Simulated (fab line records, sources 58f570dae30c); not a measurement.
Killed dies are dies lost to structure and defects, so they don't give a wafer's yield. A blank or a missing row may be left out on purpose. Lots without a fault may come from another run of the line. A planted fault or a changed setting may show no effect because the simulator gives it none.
fab line records | flow berkeley_cmos170
record lots=14 wafers=42 last_day=11
route steps=331 shown NSD@193 SDANNEAL@205 SILICIDE@214 CONTACT@232
lots that met no fault: from a run of the same line without faults
start_h: hours from the record's first day to the start of the lot's first wafer shown | wait_h: hours since the lot's step before | " the same as in the row above | L1.1+2: a row that stands for several wafers | - no value, or no start given | * or withheld: withheld | < > ~ a bound
route shown NAME@n: a module of which the file shows steps, and the number in the route of the first | usual: mean/standard deviation of fault-free wafers | same: alike in all rows | chamber/n: place in a boat | sites: the reading at each site | _std_site: their standard deviation | _edge_site: outer sites' mean less inner sites' | radius_mm: how far each site lies from the wafer's centre | mask NAME#n: copy n | behind: the tool/chamber that last shaped the wafer | hold: why the lot was held/for how many hours/how that ended | device: the transistor (n, p or np) that didn't switch | end of line: the same wafers' tests at the end of the route | a step without rows: its recipe alone | killed: dies lost to structure and defects at the first sort, not the wafer's yield | map: a wafer's dies, x killed, . not, _ none there
set.NAME: the setting as run; set.NAME@STEP: as run at that earlier step | model.NAME: the simulator's own value behind a step, which no gauge read
steps of the route over a sample of lots; a table a step, a row a wafer
services: from which hour (start_h, from the record's first day; less than 0 if before it) a tool's chamber was out of use, for how many hours, and why
## steps
# step UCB170_NSD_CD_MEAS_06
# recipe target_cd_nm=1200
# usual cd_nm=1200.1/1.7
# columns lot.wafer tool chamber start_h wait_h cd_nm
L869.2 cd_sem-02 - 118.13 - 1200.3
L869.5 " - " " 1198.8
L869.6 " - " " 1200.4
L871.1 cd_sem-01 - 146.39 - 1200.1
L871.2 " - " " 1199.8
L871.4 " - " " 1201.0
L873.1 cd_sem-02 - 151.37 - 1200.4
L873.2 " - " " 1200.2
L873.6 " - " " 1201.4
L870.2 cd_sem-02 - 154.27 - 1199.7
L870.4 " - " " 1198.6
L870.5 " - " " 1199.2
L875.1 cd_sem-02 - 165.35 - 1201.6
L875.4 " - " " 1202.4
L875.6 " - " " 1203.1
L880.2 cd_sem-01 - 198.48 - 1202.3
L880.4 " - " " 1201.7
L880.5 " - " " 1201.6
L883.1 cd_sem-01 - 209.59 - 1203.1
L883.4 " - " " 1202.7
L883.5 " - " " 1202.9
L881.1 cd_sem-02 - 210.15 - 1200.2
L881.4 " - " " 1199.7
L881.5 " - " " 1198.9
L884.1 cd_sem-01 - 210.43 - 1199.1
L884.3 " - " " 1200.0
L884.4 " - " " 1200.5
L886.1 cd_sem-02 - 222.18 - 1197.9
L886.2 " - " " 1198.2
L886.6 " - " " 1197.1
L887.2 cd_sem-02 - 232.55 - 1199.8
L887.4 " - " " 1201.1
L887.6 " - " " 1202.1
L892.3 cd_sem-01 - 243.40 - 1202.2
L892.5 " - " " 1200.3
L892.6 " - " " 1202.1
L889.2 cd_sem-01 - 243.82 - 1197.9
L889.4 " - " " 1196.1
L889.5 " - " " 1196.9
L891.1 cd_sem-01 - 244.08 - 1201.0
L891.3 " - " " 1201.3
L891.4 " - " " 1202.0
# step UCB170_SDANNEAL_RTA_01
# recipe temp_c=1050 time_s=5 ambient=N2
# usual anneal_temp_c_max=1055.8/1.3 chamber_o2_ppm=2.000/0.021 lamp_power_pct=39.3/0.75 wafer_temp_C_max=1055.1/1.4
# columns lot.wafer tool chamber start_h wait_h anneal_temp_c_max chamber_o2_ppm lamp_power_pct wafer_temp_C_max
L869.2 rtp_anneal-01 0 119.64 0.1 1054.3 2.028 40.2 1056.1
L869.5 " 0 " " 1055.0 2.025 40.3 1057.7
L869.6 " 0 " " 1056.8 2.008 40.2 1057.9
L871.1 rtp_anneal-02 0 149.57 0.1 1058.0 1.996 38.7 1055.2
L871.2 " 0 " " 1056.2 1.969 38.6 1055.0
L871.4 " 0 " " 1056.4 1.968 38.7 1054.8
L873.1 rtp_anneal-01 0 152.80 0.1 1053.4 2.034 40.3 1058.1
L873.2 " 0 " " 1054.2 1.995 40.2 1058.7
L873.6 " 0 " " 1054.3 1.969 40.2 1055.8
L870.2 rtp_anneal-01 0 155.71 0.1 1054.3 2.013 40.3 1056.5
L870.4 " 0 " " 1054.1 2.011 40.2 1056.7
L870.5 " 0 " " 1054.1 1.998 40.2 1056.4
L875.1 rtp_anneal-02 0 166.87 0.1 1055.5 1.978 38.7 1055.2
L875.4 " 0 " " 1057.1 1.987 38.7 1053.6
L875.6 " 0 " " 1056.2 2.003 38.7 1053.5
L880.2 rtp_anneal-01 0 200.05 0.1 1053.7 2.027 40.2 1055.1
L880.4 " 0 " " 1055.1 2.011 40.2 1055.2
L880.5 " 0 " " 1054.1 2.013 40.3 1056.3
L883.1 rtp_anneal-01 0 211.53 0.1 1054.6 2.002 40.2 1055.2
L883.4 " 0 " " 1055.3 2.010 40.2 1055.9
L883.5 " 0 " " 1054.9 2.030 40.2 1058.1
L881.1 rtp_anneal-02 0 211.84 0.1 1056.7 1.954 38.7 1054.6
L881.4 " 0 " " 1056.9 1.945 38.8 1055.9
L881.5 " 0 " " 1055.2 1.972 38.7 1054.6
L884.1 rtp_anneal-01 0 212.24 0.1 1054.2 1.957 40.2 1056.1
L884.3 " 0 " " 1054.6 1.990 40.2 1055.5
L884.4 " 0 " " 1054.6 2.012 40.2 1057.0
L886.1 rtp_anneal-02 0 223.61 0.1 1055.4 1.982 38.7 1056.6
L886.2 " 0 " " 1057.1 1.955 38.7 1054.3
L886.6 " 0 " " 1056.8 1.966 38.7 1053.8
L887.2 rtp_anneal-01 0 234.71 0.1 1056.3 2.026 40.2 1056.7
L887.4 " 0 " " 1054.8 2.018 40.2 1057.2
L887.6 " 0 " " 1054.6 2.042 40.2 1056.3
L892.3 rtp_anneal-02 0 245.19 0.1 1058.1 1.979 38.7 1052.5
L892.5 " 0 " " 1056.6 2.029 38.6 1052.9
L892.6 " 0 " " 1058.3 2.022 38.7 1053.8
L891.1 rtp_anneal-02 0 247.00 0.1 1057.6 1.999 38.7 1053.8
L891.3 " 0 " " 1055.8 2.025 38.7 1053.2
L891.4 " 0 " " 1057.4 2.008 38.7 1054.3
L889.2 rtp_anneal-01 0 247.14 0.1 1055.1 2.013 40.2 1058.4
L889.4 " 0 " " 1054.4 2.020 40.2 1055.3
L889.5 " 0 " " 1054.5 2.022 40.3 1056.1
# step UCB170_SILICIDE_RTA_04
# recipe temp_c=650 time_s=15 ambient=N2
# usual anneal_temp_c_max=653.2/0.87 chamber_o2_ppm=1.999/0.023 lamp_power_pct=10.99/0.21 wafer_temp_C_max=653.4/0.9
# columns lot.wafer tool chamber start_h wait_h anneal_temp_c_max chamber_o2_ppm lamp_power_pct wafer_temp_C_max
L869.2 rtp_anneal-02 0 120.47 0.1 654.4 2.010 10.74 652.3
L869.5 " 0 " " 653.2 2.028 10.75 652.0
L869.6 " 0 " " 655.0 2.018 10.75 652.5
L871.1 rtp_anneal-01 0 150.39 0.1 652.7 2.048 11.16 653.7
L871.2 " 0 " " 652.0 1.989 11.16 653.6
L871.4 " 0 " " 651.9 1.986 11.16 654.0
L873.1 rtp_anneal-02 0 153.62 0.1 654.1 1.962 10.75 652.8
L873.2 " 0 " " 653.4 1.987 10.74 652.8
L873.6 " 0 " " 654.2 1.972 10.74 653.7
L870.2 rtp_anneal-02 0 156.53 0.1 654.4 1.964 10.74 652.4
L870.4 " 0 " " 654.4 2.015 10.73 652.9
L870.5 " 0 " " 654.7 2.028 10.74 652.0
L875.1 rtp_anneal-01 0 167.69 0.1 653.3 2.016 11.17 654.1
L875.4 " 0 " " 653.7 1.974 11.16 653.2
L875.6 " 0 " " 653.0 2.004 11.16 653.3
L880.2 rtp_anneal-02 - 200.87 0.1 - - - -
L880.4 " - " " - - - -
L880.5 " - " " - - - -
L883.1 rtp_anneal-01 0 212.40 0.1 652.5 1.999 11.16 654.7
L883.4 " 0 " " 652.6 2.009 11.17 654.3
L883.5 " 0 " " 652.1 1.964 11.16 653.8
L881.1 rtp_anneal-01 - 212.66 0.1 - - - -
L881.4 " - " " - - - -
L881.5 " - " " - - - -
L884.1 rtp_anneal-02 0 213.05 0.1 654.9 1.994 10.75 652.4
L884.3 " 0 " " 654.0 1.972 10.76 652.2
L884.4 " 0 " " 653.6 2.018 10.75 652.2
L886.1 rtp_anneal-02 0 224.42 0.1 653.4 2.044 10.74 651.8
L886.2 " 0 " " 652.8 2.031 10.76 651.1
L886.6 " 0 " " 654.1 2.042 10.74 651.6
L887.2 rtp_anneal-01 0 235.53 0.1 652.3 1.963 11.17 653.4
L887.4 " 0 " " 652.9 1.968 11.17 654.1
L887.6 " 0 " " 652.9 1.969 11.18 653.4
L892.3 rtp_anneal-01 0 246.01 0.1 653.0 1.962 11.18 652.8
L892.5 " 0 " " 653.0 1.960 11.18 655.4
L892.6 " 0 " " 653.4 1.987 11.15 653.9
L891.1 rtp_anneal-01 0 247.82 0.1 653.3 1.977 11.16 654.5
L891.3 " 0 " " 652.0 2.010 11.18 653.6
L891.4 " 0 " " 652.8 2.001 11.18 654.0
L889.2 rtp_anneal-02 0 248.31 0.1 653.0 2.008 10.74 652.1
L889.4 " 0 " " 654.0 2.017 10.73 652.6
L889.5 " 0 " " 654.2 2.007 10.75 651.9
# step UCB170_CONTACT_OVL_MEAS_16
# usual CONTACT_OVL=-1/5.9
# columns lot.wafer tool chamber start_h wait_h CONTACT_OVL[nm]
L869.2 overlay-01 - 125.04 0.1 3
L869.5 " - " " 3
L869.6 " - " " 8
L871.1 overlay-02 - 154.25 0.1 3
L871.2 " - " " 6
L871.4 " - " " 6
L873.1 overlay-02 - 158.48 0.1 -16
L873.2 " - " " -14
L873.6 " - " " -11
L870.2 overlay-02 - 164.00 0.1 -2
L870.4 " - " " -1
L870.5 " - " " -1
L875.1 overlay-01 - 172.99 0.1 1
L875.4 " - " " -3
L875.6 " - " " -4
L883.1 overlay-02 - 218.95 0.1 -12
L883.4 " - " " -2
L883.5 " - " " -10
L884.1 overlay-01 - 219.86 0.1 -8
L884.3 " - " " -7
L884.4 " - " " -5
L886.1 overlay-02 - 229.34 0.1 3
L886.2 " - " " -2
L886.6 " - " " 0
L887.2 overlay-01 - 240.48 0.1 3
L887.4 " - " " 3
L887.6 " - " " -3
L892.3 overlay-01 - 249.87 0.1 -9
L892.5 " - " " -9
L892.6 " - " " -1
L891.1 overlay-02 - 251.92 0.1 -8
L891.3 " - " " -5
L891.4 " - " " 3
L889.2 overlay-01 - 253.92 0.1 2
L889.4 " - " " 4
L889.5 " - " " 0
## services
# columns tool chamber start_h hours kind
rtp_anneal-02 - 130.63 6.3 pm
## key
first_sign step=UCB170_SILICIDE_RTA_04 reading=tool_record direction=missing
effect none on later readings
met_at UCB170_SILICIDE_RTA_04
struck_lots L880,L881
later_rows_left_out L880.2,L880.4,L880.5,L881.1,L881.4,L881.5
sort_left_out L880.2,L880.4,L880.5,L881.1,L881.4,L881.5
tester_left_out L880,L881
not_acting_at UCB170_NSD_CD_MEAS_06,UCB170_SDANNEAL_RTA_01,UCB170_CONTACT_OVL_MEAS_16
onset_between 167.69 200.87
fault kind=skipped_step_whole tool=rtp_anneal-01,rtp_anneal-02 chamber=- onset_h=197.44 steps=UCB170_SILICIDE_RTA_04 scope=struck_lots_only
# tester_left_out: of these lots the tester's yield and bins aren't shown, on N5 and GAA mostly nor the transistor test; their killed dies are dies lost to structure and defects alone, not to doping, threshold or leakage, so they don't give the yield
# sort_left_out: the simulated sort isn't trusted on such a fault, so these wafers' sort isn't shown, and their yield isn't known
# later_rows_left_out: the simulator's readings of these wafers behind a module that went badly wrong aren't trusted and aren't shown, but for the sort
